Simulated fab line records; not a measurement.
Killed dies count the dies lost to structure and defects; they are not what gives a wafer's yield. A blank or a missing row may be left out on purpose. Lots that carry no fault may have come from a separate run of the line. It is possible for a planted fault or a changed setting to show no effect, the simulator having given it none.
What tool caused it? / flow rit_cmos / 18 wafers from 6 lots sampled at 2 of the route's 202 steps

WHAT THE GAUGES SHOWED, per wafer
RIT_M1_RS_MEAS_01: a four-point-probe measurement.
lot=L286; measured=day 3 18:31; on=film_metro-04; M1_AL_RS (ohm/sq)=0.0734 0.0727 0.0724
lot=L288; measured=day 4 03:37; on=film_metro-01; M1_AL_RS (ohm/sq)=0.0741 0.0738 0.0742
lot=L291; measured=day 4 21:26; on=film_metro-04; M1_AL_RS (ohm/sq)=0.0736 0.0729 0.0735
lot=L294; measured=day 5 15:15; on=film_metro-04; M1_AL_RS (ohm/sq)=0.0719 0.1175 0.0717
lot=L302; measured=day 7 04:23; on=film_metro-03; M1_AL_RS (ohm/sq)=0.0743 0.0733 0.0739
lot=L305; measured=day 7 20:22; on=film_metro-03; M1_AL_RS (ohm/sq)=0.0748 0.0745 0.0742

WHICH TOOL RAN EACH LOT (tool, then ch and the chambers of the sampled wafers, then the start)
lot=L286; RIT_M1_SPUTTER_00=pvd_sputter-03, day 3 18:13
lot=L288; RIT_M1_SPUTTER_00=pvd_sputter-03, day 4 03:19
lot=L291; RIT_M1_SPUTTER_00=pvd_sputter-04, day 4 21:08
lot=L294; RIT_M1_SPUTTER_00=pvd_sputter-03, day 5 14:56
lot=L302; RIT_M1_SPUTTER_00=pvd_sputter-01, day 7 04:04
lot=L305; RIT_M1_SPUTTER_00=pvd_sputter-04, day 7 20:03
- RIT_M1_SPUTTER_00: material Al, target thk 400 nm, time 500 s.

THE ANSWER, worked out from the rows above alone
Rule: the usual values come from the lots themselves. Put in order of their means at a reading, lots are off if they are a third of the lots or fewer, leave a main group of 4 or more, and stand apart from it by a gap of 3 or more times the standard deviation of the main group's means; of several such gaps the widest counts. A main group whose means are all the same, to the digits that the tables above print for the reading, isn't used. Also off: a lot with no number at a reading for which 4 or more lots have one. The other lots that the step has rows for count as sound.
Off: at RIT_M1_RS_MEAS_01 (M1_AL_RS), L294. The main group: mean 0.0737 ohm/sq, standard deviation 0.00058.
A tool fits if, at a process step before that reading, it ran every lot that is off, and no sound lot after the first of them. Those tools and the gauges at RIT_M1_RS_MEAS_01 are tried in the same way. 2 tools fit, pvd_sputter-03 at RIT_M1_SPUTTER_00 and film_metro-04 at RIT_M1_RS_MEAS_01, so this cannot tell which one it is.

WHAT HAD BEEN PUT IN BY THE SIMULATOR
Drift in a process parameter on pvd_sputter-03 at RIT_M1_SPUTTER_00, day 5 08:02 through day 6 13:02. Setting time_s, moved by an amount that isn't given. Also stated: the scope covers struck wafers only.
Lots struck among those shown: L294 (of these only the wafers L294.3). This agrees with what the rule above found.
